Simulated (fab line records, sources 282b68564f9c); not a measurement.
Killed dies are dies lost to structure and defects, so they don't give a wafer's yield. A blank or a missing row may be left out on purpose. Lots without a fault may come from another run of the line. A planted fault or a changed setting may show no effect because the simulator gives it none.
Tool commonality check | flow rit_cmos | 16 lots, 48 wafers sampled

WHY IT WAS OPENED
At RIT_NSD_OVL_MEAS_06 the reading NSD_OVL is flagged on 4 of 16 lots. Wafers without a fault read 0.5 nm, standard deviation 1.5.
Rule: a lot is flagged when every wafer of it that has a number lies more than 4 standard deviations from that mean, or none has a number. The other lots count as sound.

lot  | measured    | on         | NSD_OVL (nm), wafer by wafer | flag
L177 | day 3 09:17 | overlay-01 | -3.0 -0.4 0.1                |
L178 | day 3 15:34 | overlay-01 | 0.1 -0.6 0.6                 |
L179 | day 3 16:59 | overlay-02 | 2.7 1.4 0.4                  |
L180 | day 3 21:35 | overlay-01 | 0.7 2.7 1.3                  |
L181 | day 3 22:58 | overlay-02 | 0.3 1.1 0.3                  |
L182 | day 4 01:43 | overlay-01 | 422.3 420.9 420.5            | FLAGGED
L185 | day 4 17:43 | overlay-02 | 422.3 422.9 420.7            | FLAGGED
L186 | day 5 01:26 | overlay-02 | 422.6 420.7 420.3            | FLAGGED
L187 | day 5 06:14 | overlay-01 | 418.4 419.7 417.7            | FLAGGED
L190 | day 5 20:40 | overlay-01 | 1.5 2.8 3.3                  |
L193 | day 6 13:19 | overlay-01 | 0.8 0.0 0.8                  |
L194 | day 6 15:07 | overlay-01 | 0.5 0.8 2.1                  |
L195 | day 6 21:42 | overlay-01 | 1.2 1.0 2.1                  |
L198 | day 7 10:10 | overlay-02 | 2.1 1.5 0.1                  |
L199 | day 7 19:23 | overlay-01 | -1.0 0.8 -1.5                |
L200 | day 8 00:47 | overlay-02 | 1.0 0.3 0.2                  |
The numbers of the flagged lots are 420.8 nm on average: +420.2 nm against the usual, or +99 or more standard deviations.

WHICH TOOL RAN EACH LOT
The record holds 2 process steps before the reading, out of a route of 202 steps. In each cell: the tool, then ch and the chambers that the sampled wafers went through, then the start.
lot  | flag    | RIT_NLDD_STRIP_09                   | RIT_NSD_EXPOSE_03
L177 |         | plasma_asher-03 ch 0,1, day 3 03:59 | iline_stepper-01 ch 0, day 3 08:45
L178 |         | plasma_asher-04 ch 0,1, day 3 10:05 | iline_stepper-01 ch 0, day 3 15:10
L179 |         | plasma_asher-02 ch 0,1, day 3 10:05 | iline_stepper-02 ch 0, day 3 16:24
L180 |         | plasma_asher-04 ch 0,1, day 3 16:03 | iline_stepper-02 ch 0, day 3 21:03
L181 |         | plasma_asher-02 ch 0,1, day 3 16:40 | iline_stepper-02 ch 0, day 3 22:34
L182 | FLAGGED | plasma_asher-03 ch 1, day 3 19:53   | iline_stepper-02 ch 0, day 4 01:19
L185 | FLAGGED | plasma_asher-02 ch 1, day 4 12:26   | iline_stepper-02 ch 0, day 4 17:17
L186 | FLAGGED | plasma_asher-03 ch 0,1, day 4 20:19 | iline_stepper-02 ch 0, day 5 01:02
L187 | FLAGGED | plasma_asher-04 ch 0,1, day 5 01:06 | iline_stepper-02 ch 0, day 5 05:51
L190 |         | plasma_asher-03 ch 0,1, day 5 14:37 | iline_stepper-01 ch 0, day 5 20:14
L193 |         | plasma_asher-03 ch 0,1, day 6 07:12 | iline_stepper-01 ch 0, day 6 12:56
L194 |         | plasma_asher-04 ch 0,1, day 6 09:45 | iline_stepper-01 ch 0, day 6 14:44
L195 |         | plasma_asher-04 ch 0,1, day 6 16:34 | iline_stepper-01 ch 0, day 6 21:19
L198 |         | plasma_asher-04 ch 0,1, day 7 04:55 | iline_stepper-01 ch 0, day 7 09:47
L199 |         | plasma_asher-04 ch 0,1, day 7 13:22 | iline_stepper-01 ch 0, day 7 19:00
L200 |         | plasma_asher-02 ch 0,1, day 7 17:23 | iline_stepper-01 ch 0, day 8 00:23
What these steps do:
- RIT_NLDD_STRIP_09: strips in O2, time 180 s.
- RIT_NSD_EXPOSE_03: exposes mask M9, target cd 40700 nm.
- RIT_NSD_OVL_MEAS_06

FLAGGED OVER TOTAL, TOOL BY TOOL (the gauges that took the reading come last)
step                | tool             | lots run | flagged | share of the flagged lots | sound lots run after its first flagged lot
RIT_NLDD_STRIP_09   | plasma_asher-02  | 4        | 1       | some                      | 1 (L200)
RIT_NLDD_STRIP_09   | plasma_asher-03  | 5        | 2       | some                      | 2 (L190,L193)
RIT_NLDD_STRIP_09   | plasma_asher-04  | 7        | 1       | some                      | 4 (L194,L195,L198,L199)
RIT_NSD_EXPOSE_03   | iline_stepper-01 | 9        | 0       | none                      | -
RIT_NSD_EXPOSE_03   | iline_stepper-02 | 7        | 4       | all                       | 0
RIT_NSD_OVL_MEAS_06 | overlay-01       | 10       | 2       | some                      | 5 (L190,L193,L194,L195,L199)
RIT_NSD_OVL_MEAS_06 | overlay-02       | 6        | 2       | some                      | 2 (L198,L200)

WHAT THE TABLE ALLOWS
1 row of the table ran every flagged lot: iline_stepper-02 at RIT_NSD_EXPOSE_03.
- iline_stepper-02 at RIT_NSD_EXPOSE_03: 4 of its 7 lots flagged. Its last sound lot is L181 (day 3 22:34), its first flagged lot L182 (day 4 01:19): a fault that began between those two fits.
One tool is left: iline_stepper-02 at RIT_NSD_EXPOSE_03.

WHAT THE SIMULATOR HAD PUT IN
Scanner matching overlay: iline_stepper-02, from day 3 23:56 on, at RIT_NSD_EXPOSE_03. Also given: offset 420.
Lots struck among those shown: L182, L185, L186, L187. The rule above found the same.
